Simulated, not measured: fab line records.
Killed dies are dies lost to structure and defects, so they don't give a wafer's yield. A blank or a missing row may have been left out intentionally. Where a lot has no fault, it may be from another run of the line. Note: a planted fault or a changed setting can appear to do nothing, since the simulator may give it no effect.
fab line records ; flow berkeleyCmos170
record: lots: 14; wafers: 42; lastDay: 12
route steps=331 shown PWELL@36
lots that met no fault: taken from a fault-free run of the same line
startH: start of the lot's first displayed wafer, in hours after the record's first day ; waitH: hours from the lot's prior step to this one ; " as in the row above ; L1.1+2: one row covering several wafers at once ; - value missing, or start not given ; * or withheld: withheld ; < > ~ a bound
route shown NAME@n: names a module that has steps shown in the file, with the first one's number in the route ; usual: mean and standard deviation over wafers with no fault ; same: alike in all rows ; chamber/n: place in a boat ; sites: the reading at each site ; _std_site: standard deviation across them ; _edge_site: inner sites' mean taken away from outer sites' mean ; radiusMm: how far each site lies from the wafer's centre ; mask NAME#n: copy n ; behind: the tool/chamber that last shaped the wafer ; hold: why the lot went on hold/how many hours it stayed there/how the hold came to an end ; device: which transistor (n, p or np) failed to switch ; end of line: the route-end tests of the same wafers ; a step given without rows: its recipe and nothing more ; killed: count of dies lost to structure and defects at first sort (not the wafer's yield) ; map: dies across one wafer; x = killed, . = not, _ = none there
set.NAME: the setting the step ran with; set.NAME@STEP: the setting that earlier step ran with ; model.NAME: the simulator's own value behind a step, which no gauge read
route steps across a sampled set of lots; one table per step, one row per wafer
services: from which hour (startH, from the record's first day; less than 0 if before it) a tool's chamber was out of use, for how many hours, and why
== steps ==
step: UCB170_PWELL_OXIDATION_02
recipe: tempC: 1000; ambient: O2; targetThkA: 264; oxTimeS: 1260
usual: tube_center_temp_C_max: 1002.6/0.42
lot.wafer;tool;chamber;startH;waitH;tube_center_temp_C_max
L473.2;furnace-04;0;41.20;5.3;1002.1
L473.4;furnace-04;0;41.20;5.3;1002.6
L473.5;furnace-04;0;41.20;5.3;1002.9
L474.1;furnace-02;0;51.06;2.5;1002.5
L474.2;furnace-02;0;51.06;2.5;1002.2
L474.6;furnace-02;0;51.06;2.5;1002.1
L475.1;furnace-04;0;59.67;3.7;1002.5
L475.3;furnace-04;0;59.67;3.7;1002.6
L475.4;furnace-04;0;59.67;3.7;1002.6
L476.1;furnace-04;0;59.67;0.1;1002.7
L476.2;furnace-04;0;59.67;0.1;1002.3
L476.3;furnace-04;0;59.67;0.1;1003.3
L477.1;furnace-04;0;70.55;3.0;1002.3
L477.4;furnace-04;0;70.55;3.0;1002.3
L477.5;furnace-04;0;70.55;3.0;1001.9
L478.1;furnace-04;0;70.55;3.0;1002.3
L478.3;furnace-04;0;70.55;3.0;1002.7
L478.5;furnace-04;0;70.55;3.0;1002.4
L479.1;furnace-02;0;82.37;6.8;1003.5
L479.4;furnace-02;0;82.37;6.8;1002.1
L479.6;furnace-02;0;82.37;6.8;1002.6
L480.1;furnace-02;0;82.37;3.4;1003.0
L480.2;furnace-02;0;82.37;3.4;1003.4
L480.3;furnace-02;0;82.37;3.4;1002.7
L483.3;furnace-02;0;90.55;1.3;1003.0
L483.4;furnace-02;0;90.55;1.3;1002.4
L483.6;furnace-02;0;90.55;1.3;1002.6
L489.3;furnace-02;0;124.75;4.6;1002.9
L489.5;furnace-02;0;124.75;4.6;1002.4
L489.6;furnace-02;0;124.75;4.6;1002.8
L490.1;furnace-04;0;135.14;3.5;1002.5
L490.4;furnace-04;0;135.14;3.5;1003.1
L490.5;furnace-04;0;135.14;3.5;1003.2
L491.1;furnace-04;0;135.14;3.5;1002.4
L491.4;furnace-04;0;135.14;3.5;1002.7
L491.5;furnace-04;0;135.14;3.5;1003.0
L493.1;furnace-02;0;150.88;7.3;1003.2
L493.3;furnace-02;0;150.88;7.3;1002.6
L493.6;furnace-02;0;150.88;7.3;1002.5
L495.1;furnace-02;0;150.88;1.2;1003.0
L495.2;furnace-02;0;150.88;1.2;1002.2
L495.3;furnace-02;0;150.88;1.2;1002.6
step: UCB170_PWELL_THK_MEAS_03
recipe: reads: SiO2_of_PWELL_OXIDATION_02
usual: PWELL_OXIDE_THK: 26.5/0.48
lot.wafer;tool;chamber;startH;waitH;PWELL_OXIDE_THK[nm]
L473.2;filmMetro-03;-;42.56;0.0;26.6
L473.4;filmMetro-03;-;42.56;0.0;26.5
L473.5;filmMetro-03;-;42.56;0.0;27.1
L474.1;filmMetro-04;-;52.41;0.0;26.2
L474.2;filmMetro-04;-;52.41;0.0;26.2
L474.6;filmMetro-04;-;52.41;0.0;26.5
L475.1;filmMetro-03;-;61.02;0.0;27.2
L475.3;filmMetro-03;-;61.02;0.0;27.4
L475.4;filmMetro-03;-;61.02;0.0;27.0
L476.1;filmMetro-01;-;61.02;0.0;27.0
L476.2;filmMetro-01;-;61.02;0.0;27.4
L476.3;filmMetro-01;-;61.02;0.0;27.3
L477.1;filmMetro-01;-;71.90;0.0;25.9
L477.4;filmMetro-01;-;71.90;0.0;26.0
L477.5;filmMetro-01;-;71.90;0.0;26.0
L478.1;filmMetro-04;-;71.90;0.0;27.5
L478.3;filmMetro-04;-;71.90;0.0;27.0
L478.5;filmMetro-04;-;71.90;0.0;27.2
L479.1;filmMetro-03;-;83.72;0.0;25.9
L479.4;filmMetro-03;-;83.72;0.0;25.9
L479.6;filmMetro-03;-;83.72;0.0;26.4
L480.1;filmMetro-04;-;83.72;0.0;26.2
L480.2;filmMetro-04;-;83.72;0.0;26.7
L480.3;filmMetro-04;-;83.72;0.0;26.3
L483.3;filmMetro-03;-;91.92;0.0;26.7
L483.4;filmMetro-03;-;91.92;0.0;26.3
L483.6;filmMetro-03;-;91.92;0.0;26.6
L489.3;filmMetro-04;-;126.25;0.2;26.1
L489.5;filmMetro-04;-;126.25;0.2;25.9
L489.6;filmMetro-04;-;126.25;0.2;26.0
L490.1;filmMetro-03;-;136.49;0.0;30.0
L490.4;filmMetro-03;-;136.49;0.0;29.6
L490.5;filmMetro-03;-;136.49;0.0;29.7
L491.1;filmMetro-04;-;136.49;0.0;29.5
L491.4;filmMetro-04;-;136.49;0.0;29.2
L491.5;filmMetro-04;-;136.49;0.0;29.0
L493.1;filmMetro-03;-;152.23;0.0;26.3
L493.3;filmMetro-03;-;152.23;0.0;26.5
L493.6;filmMetro-03;-;152.23;0.0;25.9
L495.1;filmMetro-03;-;152.29;0.1;26.3
L495.2;filmMetro-03;-;152.29;0.1;26.2
L495.3;filmMetro-03;-;152.29;0.1;26.5
== services ==
tool;chamber;startH;hours;kind
furnace-04;-;148.41;3.5;pm
== key ==
firstSign: step: UCB170_PWELL_THK_MEAS_03; reading: PWELL_OXIDE_THK; direction: up; sigmas: 6.3; usual: 26.5; struck: 29.5
effect none on later readings
metAt UCB170_PWELL_OXIDATION_02
struckLots L490,L491
testerLeftOut L490,L491
onsetBetween 70.55 135.14
fault: kind: processParameterDrift; tool: furnace-04; chamber: -; onsetH: 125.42; steps: UCB170_PWELL_OXIDATION_02; channel: oxTimeS; offset: *; shape: step; endH: 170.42; actsIn: *; stated: *
testerLeftOut: of these lots the tester's yield and bins aren't shown, on N5 and GAA mostly nor the transistor test; their killed dies are dies lost to structure and defects alone, not to doping, threshold or leakage, so they don't give the yield
